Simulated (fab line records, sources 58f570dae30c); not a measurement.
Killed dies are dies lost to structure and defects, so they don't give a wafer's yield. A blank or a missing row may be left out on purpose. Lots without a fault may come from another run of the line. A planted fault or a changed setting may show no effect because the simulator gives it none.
Which tool did it? | flow berkeley_cmos170 | 14 lots, 42 wafers sampled, at 5 steps of a route of 331

WHAT THE GAUGES READ, wafer by wafer
UCB170_FIELD_THK_MEAS_02. Usual: FIELD_OXIDE_THK 565 nm, standard deviation 10.
lot  | measured    | on            | FIELD_OXIDE_THK (nm) | flag
L340 | day 5 06:47 | film_metro-02 | 555 557 566          |
L342 | day 5 06:47 | film_metro-04 | 557 557 549          |
L341 | day 5 06:48 | film_metro-01 | 569 567 563          |
L343 | day 5 11:23 | film_metro-04 | 580 572 577          |
L344 | day 5 19:01 | film_metro-02 | 560 556 561          |
L345 | day 5 19:01 | film_metro-04 | 575 582 570          |
L346 | day 6 03:21 | film_metro-04 | 572 572 572          |
L347 | day 6 03:22 | film_metro-01 | 564 559 570          |
L349 | day 6 22:39 | film_metro-04 | 556 560 551          |
L354 | day 7 09:34 | film_metro-04 | 568 555 549          |
L355 | day 8 03:42 | film_metro-04 | 563 567 559          |
L359 | day 8 09:33 | film_metro-01 | 573 568 568          |
L360 | day 8 09:34 | film_metro-02 | 556 566 561          |
L361 | day 8 21:14 | film_metro-02 | 570 561 563          |

UCB170_PLDD_CD_MEAS_06: target cd 1200 nm. Usual: cd_nm 1199.6 nm, standard deviation 1.5.
lot  | measured     | on        | cd_nm (nm)           | flag
L340 | day 6 17:02  | cd_sem-01 | 1199.8 1200.3 1201.4 |
L342 | day 6 16:26  | cd_sem-02 | 1201.5 1200.4 1200.7 |
L341 | day 6 17:08  | cd_sem-02 | 1202.2 1200.2 1200.6 |
L343 | day 6 22:01  | cd_sem-02 | 1198.6 1198.1 1197.4 |
L344 | day 7 08:44  | cd_sem-02 | 1198.2 1199.0 1198.4 |
L345 | day 7 08:37  | cd_sem-02 | 1198.0 1198.0 1197.2 |
L346 | day 7 10:01  | cd_sem-02 | 1199.8 1200.3 1199.9 |
L347 | day 7 10:16  | cd_sem-01 | 1200.2 1200.5 1199.5 |
L349 | day 8 10:21  | cd_sem-01 | 1197.1 1197.9 1199.3 |
L354 | day 8 23:30  | cd_sem-02 | 1199.1 1198.8 1198.5 |
L355 | day 9 15:53  | cd_sem-02 | 1198.3 1196.6 1196.6 |
L359 | day 9 18:17  | cd_sem-02 | 1199.9 1199.3 1200.0 |
L360 | day 9 18:52  | cd_sem-02 | 1200.6 1200.7 1199.2 |
L361 | day 10 11:25 | cd_sem-02 | 1201.6 1200.7 1200.7 |

UCB170_PLDD_OVL_MEAS_07. Usual: PLDD_OVL -3 nm, standard deviation 6.
lot  | measured     | on         | PLDD_OVL (nm) | flag
L340 | day 6 17:10  | overlay-02 | -10 -8 -9     |
L342 | day 6 16:34  | overlay-02 | 2 -2 1        |
L341 | day 6 17:14  | overlay-01 | -4 -4 1       |
L343 | day 6 22:08  | overlay-02 | 7 5 8         |
L344 | day 7 08:52  | overlay-02 | 2 -4 -3       |
L345 | day 7 08:44  | overlay-01 | -10 -8 -3     |
L346 | day 7 10:06  | overlay-01 | 1 -9 -3       |
L347 | day 7 10:22  | overlay-02 | -10 -14 -19   |
L349 | day 8 10:28  | overlay-01 | -3 -4 1       |
L354 | day 8 23:36  | overlay-02 | 183 185 183   | OFF
L355 | day 9 16:00  | overlay-01 | 173 181 176   | OFF
L359 | day 9 18:24  | overlay-01 | -5 -4 -7      |
L360 | day 9 18:58  | overlay-02 | -14 -12 -11   |
L361 | day 10 11:32 | overlay-01 | 1 -4 5        |

WHICH TOOL RAN EACH LOT (tool, then ch and the chambers of the sampled wafers, then the start)
lot  | UCB170_GATE_ETCH_14                | UCB170_PLDD_EXPOSE_03
L340 | rie_diel-02 ch 1,2,3, day 6 14:14  | krf_scanner-01 ch 0, day 6 15:47
L342 | rie_diel-03 ch 0,1,2, day 6 14:05  | krf_scanner-02 ch 0, day 6 15:24
L341 | rie_diel-03 ch 1,2,3, day 6 14:19  | krf_scanner-02 ch 0, day 6 16:11
L343 | rie_diel-04 ch 0,1, day 6 20:12    | krf_scanner-01 ch 0, day 6 21:35
L344 | rie_diel-03 ch 0,1,3, day 7 07:08  | krf_scanner-01 ch 0, day 7 08:19
L345 | rie_diel-04 ch 0,2,3, day 7 06:58  | krf_scanner-02 ch 0, day 7 08:04
L346 | rie_diel-03 ch 0,1, day 7 08:30    | krf_scanner-01 ch 0, day 7 09:31
L347 | rie_diel-02 ch 0,2,3, day 7 08:45  | krf_scanner-01 ch 0, day 7 09:43
L349 | rie_diel-04 ch 0,1,3, day 8 09:01  | krf_scanner-01 ch 0, day 8 09:58
L354 | rie_diel-04 ch 1,3, day 8 21:28    | krf_scanner-02 ch 0, day 8 23:04
L355 | rie_diel-04 ch 0,1, day 9 14:10    | krf_scanner-02 ch 0, day 9 15:17
L359 | rie_diel-02 ch 0,3, day 9 16:48    | krf_scanner-01 ch 0, day 9 17:53
L360 | rie_diel-03 ch 1,2, day 9 17:05    | krf_scanner-01 ch 0, day 9 18:28
L361 | rie_diel-03 ch 0,1,3, day 10 10:05 | krf_scanner-01 ch 0, day 10 11:01
- UCB170_GATE_ETCH_14: etches BARC in N2/H2.
- UCB170_PLDD_EXPOSE_03: exposes mask PSELECT, target cd 1200 nm.

WHAT THE TOOLS THEMSELVES READ (means of the sampled wafers that have a number; where no wafer has one, the mark that the record gives instead)
UCB170_GATE_ETCH_14. Usual: drypump_motor_current_A 5.6 A, standard deviation 0.48; oes_product_au 1.010 a.u., standard deviation 0.017; throttle_valve_pct 13.31 %, standard deviation 0.14.
lot  | tool        | drypump_motor_current_A (A) | oes_product_au (a.u.) | throttle_valve_pct (%) | flag
L340 | rie_diel-02 | 5.8                         | 0.994                 | 13.34                  |
L342 | rie_diel-03 | 5.8                         | 1.019                 | 13.26                  |
L341 | rie_diel-03 | 5.7                         | 1.006                 | 13.19                  |
L343 | rie_diel-04 | 5.4                         | 1.017                 | 13.36                  |
L344 | rie_diel-03 | 5.6                         | 1.016                 | 13.26                  |
L345 | rie_diel-04 | 5.3                         | 1.016                 | 13.36                  |
L346 | rie_diel-03 | 5.5                         | 1.035                 | 13.37                  |
L347 | rie_diel-02 | 6.3                         | 1.009                 | 13.44                  |
L349 | rie_diel-04 | 5.2                         | 1.011                 | 13.37                  |
L354 | rie_diel-04 | 5.0                         | 1.020                 | 13.32                  |
L355 | rie_diel-04 | 5.4                         | 1.006                 | 13.42                  |
L359 | rie_diel-02 | 6.3                         | 1.005                 | 13.53                  |
L360 | rie_diel-03 | 5.9                         | 1.012                 | 13.22                  |
L361 | rie_diel-03 | 5.6                         | 1.016                 | 13.26                  |

THE ANSWER, worked out from the rows above alone
Rule: a lot is off if the mean of its wafers that have a number lies more than 3 standard deviations from the usual mean. A lot without any number at a reading at which 4 lots or more have one is off too. The other lots that the step has rows for count as sound. The gauges are gone through in route order, then the tools' own readings, and for those a lot's mean is taken as printed above. The first step at which some lot is off is used, and at that step the reading that is off furthest; a lot without a number counts as furthest.
Off: L354, L355, at UCB170_PLDD_OVL_MEAS_07 (PLDD_OVL).
A tool fits if, at a process step before that reading, it ran every lot that is off, and no sound lot after the first of them. The gauges at UCB170_PLDD_OVL_MEAS_07 are tried like those tools. Can't be told from this: 2 tools fit, rie_diel-04 at UCB170_GATE_ETCH_14, krf_scanner-02 at UCB170_PLDD_EXPOSE_03.

WHAT THE SIMULATOR HAD PUT IN
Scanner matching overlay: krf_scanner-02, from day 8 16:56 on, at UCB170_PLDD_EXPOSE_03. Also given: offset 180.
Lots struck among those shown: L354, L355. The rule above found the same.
